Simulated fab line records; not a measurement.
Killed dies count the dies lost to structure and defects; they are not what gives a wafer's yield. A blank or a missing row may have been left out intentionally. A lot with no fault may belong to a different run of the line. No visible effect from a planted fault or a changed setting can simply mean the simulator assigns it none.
Which tool was responsible? -- flow rit cmos -- Sampling: 7 lots, 21 wafers, 2 of 202 route steps

== WHAT THE GAUGES SHOWED, per wafer ==
RIT_ACTIVE_THK_MEAS_02.
lot,measured,on,ACTIVE_OXIDE_THK (nm)
L526,day 1 17:55,film metro-01,47.9 47.8 47.3
L528,day 2 04:29,film metro-01,45.2 46.0 46.1
L530,day 2 14:13,film metro-01,47.6 47.8 47.3
L532,day 2 23:28,film metro-04,35.1 34.7 34.7
L537,day 4 00:04,film metro-03,36.1 35.8 35.9
L543,day 5 06:42,film metro-04,45.8 46.0 46.2
L546,day 5 21:04,film metro-03,47.3 47.2 47.0

== WHAT TOOL EACH LOT RAN ON (gives the tool, then ch and the chambers of the sampled wafers, and finally the start) ==
lot,RIT_ACTIVE_OXIDATION_01
L526,"furnace-01 ch 0, day 1 15:59"
L528,"furnace-03 ch 0, day 2 02:34"
L530,"furnace-01 ch 0, day 2 12:17"
L532,"furnace-01 ch 0, day 2 21:31"
L537,"furnace-01 ch 0, day 3 22:07"
L543,"furnace-03 ch 0, day 5 04:46"
L546,"furnace-03 ch 0, day 5 19:07"
- RIT_ACTIVE_OXIDATION_01: target thk 46.8 nm, ox time 3360 s.

== THE ANSWER, worked out from the rows above alone ==
Rule: what is usual is taken from the lots themselves. The widest of any qualifying gaps counts: lots, ordered by their means at a reading, are off when they make up no more than a third of the lots, leave a main group of 4 or more, and stand apart from it by 3 or more times the standard deviation of that group's means. Not used: any main group whose means are identical at the precision the tables above print for the reading. A lot without any number at a reading at which 4 lots or more have one is off too. All remaining lots with rows at the step are treated as sound.
Off: L532, L537, at RIT_ACTIVE_THK_MEAS_02 (ACTIVE_OXIDE_THK). The main group has a mean of 46.8 nm with a standard deviation of 0.8.
A tool fits if, at a process step before that reading, it ran every lot that is off, and no sound lot after the first of them. The gauges at RIT_ACTIVE_THK_MEAS_02 are tried like those tools. One candidate fits, namely furnace-01 at RIT_ACTIVE_OXIDATION_01. A fault onset in the window from L530 (day 2 12:17, its last sound lot) to L532 (day 2 21:31, its first lot off) fits.

== WHAT THE SIMULATOR PUT IN ==
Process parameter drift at RIT_ACTIVE_OXIDATION_01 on furnace-01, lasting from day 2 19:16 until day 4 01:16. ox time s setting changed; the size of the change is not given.
Lots struck among those shown: L532, L537. Same finding as the rule above.
